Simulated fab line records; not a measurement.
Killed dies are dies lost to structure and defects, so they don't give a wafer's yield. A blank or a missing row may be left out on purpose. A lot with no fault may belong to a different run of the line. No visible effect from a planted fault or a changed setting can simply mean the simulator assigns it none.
The tool behind it: which one? / flow rit-cmos / 14 lots, 42 wafers sampled, at 2 steps of a route of 202

== WHAT THE GAUGES READ, wafer by wafer ==
No reading from a measuring or inspecting step in the record can be judged against a usual standard deviation.

== EACH LOT AND THE TOOL THAT RAN IT (in order: tool; ch and the chambers of the sampled wafers; start) ==
lot=L609; RIT_ACTIVE_ETCH_13=rie-diel-01 ch 0,3, day 1 14:59; RIT_M1_PROBE_99=-
lot=L610; RIT_ACTIVE_ETCH_13=rie-diel-02 ch 0,1,3, day 1 22:36; RIT_M1_PROBE_99=-
lot=L611; RIT_ACTIVE_ETCH_13=rie-diel-02 ch 0,2, day 2 05:19; RIT_M1_PROBE_99=prober-02, day 4 05:36
lot=L612; RIT_ACTIVE_ETCH_13=rie-diel-01 ch 0,2, day 2 09:28; RIT_M1_PROBE_99=-
lot=L613; RIT_ACTIVE_ETCH_13=rie-diel-02 ch 0,1,3, day 2 11:52; RIT_M1_PROBE_99=-
lot=L614; RIT_ACTIVE_ETCH_13=rie-diel-04 ch 0,1, day 2 19:17; RIT_M1_PROBE_99=-
lot=L616; RIT_ACTIVE_ETCH_13=rie-diel-04 ch 0,1,2, day 3 03:31; RIT_M1_PROBE_99=prober-01, day 5 11:10
lot=L620; RIT_ACTIVE_ETCH_13=rie-diel-04 ch 0,2,3, day 3 22:31; RIT_M1_PROBE_99=prober-01, day 6 15:14
lot=L621; RIT_ACTIVE_ETCH_13=rie-diel-04 ch 1,3, day 4 05:31; RIT_M1_PROBE_99=-
lot=L623; RIT_ACTIVE_ETCH_13=rie-diel-04 ch 0,2, day 4 15:02; RIT_M1_PROBE_99=prober-02, day 7 08:52
lot=L624; RIT_ACTIVE_ETCH_13=rie-diel-01 ch 1,2,3, day 4 21:26; RIT_M1_PROBE_99=prober-01, day 7 12:30
lot=L626; RIT_ACTIVE_ETCH_13=rie-diel-02 ch 2,3, day 5 08:37; RIT_M1_PROBE_99=prober-02, day 8 00:09
lot=L628; RIT_ACTIVE_ETCH_13=rie-diel-02 ch 0,3, day 5 14:22; RIT_M1_PROBE_99=prober-02, day 8 09:30
lot=L631; RIT_ACTIVE_ETCH_13=rie-diel-02 ch 0,1,3, day 6 10:16; RIT_M1_PROBE_99=-
- RIT_ACTIVE_ETCH_13: etches Si3N4 in SF6, stops on SiO2, time 210 s, target depth 210 nm.
- RIT_M1_PROBE_99

== AS READ BY THE TOOLS THEMSELVES (means over the sampled wafers that have a number; for cases with no such wafer, the mark the record gives instead) ==
RIT_ACTIVE_ETCH_13. Usual: drypump-motor-current-A 5.7 A, standard deviation 0.43; oes-product-au 0.832 a.u., standard deviation 0.014; rf-fwd-power-W 124.7 W, standard deviation 0.38; run-length-s 238.3 s, standard deviation 0.4; throttle-valve-pct 7.49 %, standard deviation 0.15.
lot=L609; tool=rie-diel-01; drypump-motor-current-A (A)=5.2; oes-product-au (a.u.)=0.828; rf-fwd-power-W (W)=124.9; run-length-s (s)=238.2; throttle-valve-pct (%)=7.62; flag=
lot=L610; tool=rie-diel-02; drypump-motor-current-A (A)=6.0; oes-product-au (a.u.)=0.837; rf-fwd-power-W (W)=124.4; run-length-s (s)=238.2; throttle-valve-pct (%)=7.45; flag=
lot=L611; tool=rie-diel-02; drypump-motor-current-A (A)=5.7; oes-product-au (a.u.)=0.847; rf-fwd-power-W (W)=124.8; run-length-s (s)=238.7; throttle-valve-pct (%)=7.66; flag=
lot=L612; tool=rie-diel-01; drypump-motor-current-A (A)=5.6; oes-product-au (a.u.)=0.845; rf-fwd-power-W (W)=124.9; run-length-s (s)=238.8; throttle-valve-pct (%)=7.41; flag=
lot=L613; tool=rie-diel-02; drypump-motor-current-A (A)=5.9; oes-product-au (a.u.)=0.845; rf-fwd-power-W (W)=124.3; run-length-s (s)=238.1; throttle-valve-pct (%)=7.46; flag=
lot=L614; tool=rie-diel-04; drypump-motor-current-A (A)=5.9; oes-product-au (a.u.)=0.816; rf-fwd-power-W (W)=124.2; run-length-s (s)=238.0; throttle-valve-pct (%)=7.39; flag=
lot=L616; tool=rie-diel-04; drypump-motor-current-A (A)=5.7; oes-product-au (a.u.)=0.826; rf-fwd-power-W (W)=125.0; run-length-s (s)=238.0; throttle-valve-pct (%)=7.48; flag=
lot=L620; tool=rie-diel-04; drypump-motor-current-A (A)=5.5; oes-product-au (a.u.)=0.836; rf-fwd-power-W (W)=124.6; run-length-s (s)=238.2; throttle-valve-pct (%)=7.44; flag=
lot=L621; tool=rie-diel-04; drypump-motor-current-A (A)=5.8; oes-product-au (a.u.)=0.715; rf-fwd-power-W (W)=124.7; run-length-s (s)=301.0; throttle-valve-pct (%)=7.41; flag=OFF
lot=L623; tool=rie-diel-04; drypump-motor-current-A (A)=5.4; oes-product-au (a.u.)=0.732; rf-fwd-power-W (W)=125.0; run-length-s (s)=301.1; throttle-valve-pct (%)=7.52; flag=OFF
lot=L624; tool=rie-diel-01; drypump-motor-current-A (A)=5.5; oes-product-au (a.u.)=0.839; rf-fwd-power-W (W)=124.8; run-length-s (s)=238.6; throttle-valve-pct (%)=7.48; flag=
lot=L626; tool=rie-diel-02; drypump-motor-current-A (A)=6.0; oes-product-au (a.u.)=0.845; rf-fwd-power-W (W)=124.3; run-length-s (s)=238.5; throttle-valve-pct (%)=7.57; flag=
lot=L628; tool=rie-diel-02; drypump-motor-current-A (A)=5.6; oes-product-au (a.u.)=0.843; rf-fwd-power-W (W)=124.5; run-length-s (s)=238.6; throttle-valve-pct (%)=7.55; flag=
lot=L631; tool=rie-diel-02; drypump-motor-current-A (A)=5.9; oes-product-au (a.u.)=0.846; rf-fwd-power-W (W)=125.0; run-length-s (s)=238.5; throttle-valve-pct (%)=7.45; flag=

RIT_M1_PROBE_99. Usual: killed-at-contacts 0.1, standard deviation 0.28; killed-at-front-end 7.1, standard deviation 2.8; killed-dies 7.1, standard deviation 2.9; killed-open 3.4, standard deviation 2; killed-short 3.6, standard deviation 2.1.
lot=L611 tool=prober-02 killed-at-contacts=0.0 killed-at-front-end=12.7 killed-dies=12.7 killed-open=6.0 killed-short=6.7 flag=
lot=L616 tool=prober-01 killed-at-contacts=0.0 killed-at-front-end=6.7 killed-dies=6.7 killed-open=3.0 killed-short=3.0 flag=
lot=L620 tool=prober-01 killed-at-contacts=0.0 killed-at-front-end=7.7 killed-dies=7.7 killed-open=4.0 killed-short=3.7 flag=
lot=L623 tool=prober-02 killed-at-contacts=0.0 killed-at-front-end=7.0 killed-dies=7.0 killed-open=1.0 killed-short=5.0 flag=
lot=L624 tool=prober-01 killed-at-contacts=0.3 killed-at-front-end=6.7 killed-dies=7.0 killed-open=3.0 killed-short=4.0 flag=
lot=L626 tool=prober-02 killed-at-contacts=0.0 killed-at-front-end=9.7 killed-dies=9.7 killed-open=2.7 killed-short=7.0 flag=
lot=L628 tool=prober-02 killed-at-contacts=0.0 killed-at-front-end=10.3 killed-dies=10.3 killed-open=5.3 killed-short=5.0 flag=

== THE ANSWER, worked out from the rows above alone ==
Rule: a lot is off if the mean of its wafers that have a number lies more than 3 standard deviations from the usual mean. Also off: a lot with no number at a reading for which 4 or more lots have one. Where the step has rows for the other lots, those lots are counted as sound. The gauges are gone through in route order, then the tools' own readings, and for those a lot's mean is taken as printed above. The first step at which some lot is off is used, and at that step the reading that is off furthest; a lot without a number counts as furthest.
Off, at RIT_ACTIVE_ETCH_13 on run-length-s: L621, L623.
A tool fits if, at that step or a process step before it, it ran every lot that is off, and no sound lot after the first of them. One candidate fits, namely rie-diel-04 at RIT_ACTIVE_ETCH_13. Its last sound lot is L620 (day 3 22:31), its first lot that is off L621 (day 4 05:31): a fault that began between those two fits.
The tool's own readings at RIT_ACTIVE_ETCH_13 bear it out: on the lots that are off they differ by more than 5 times the standard deviation of the sound lots' means. oes-product-au reads 0.724 a.u. there against 0.838 a.u. on the sound lots; run-length-s reads 301.1 s there against 238.4 s on the sound lots.

== WHAT THE SIMULATOR PUT IN ==
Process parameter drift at RIT_ACTIVE_ETCH_13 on rie-diel-04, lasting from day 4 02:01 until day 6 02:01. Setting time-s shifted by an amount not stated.
Shown lots that were struck: L621, L623. Same finding as the rule above.
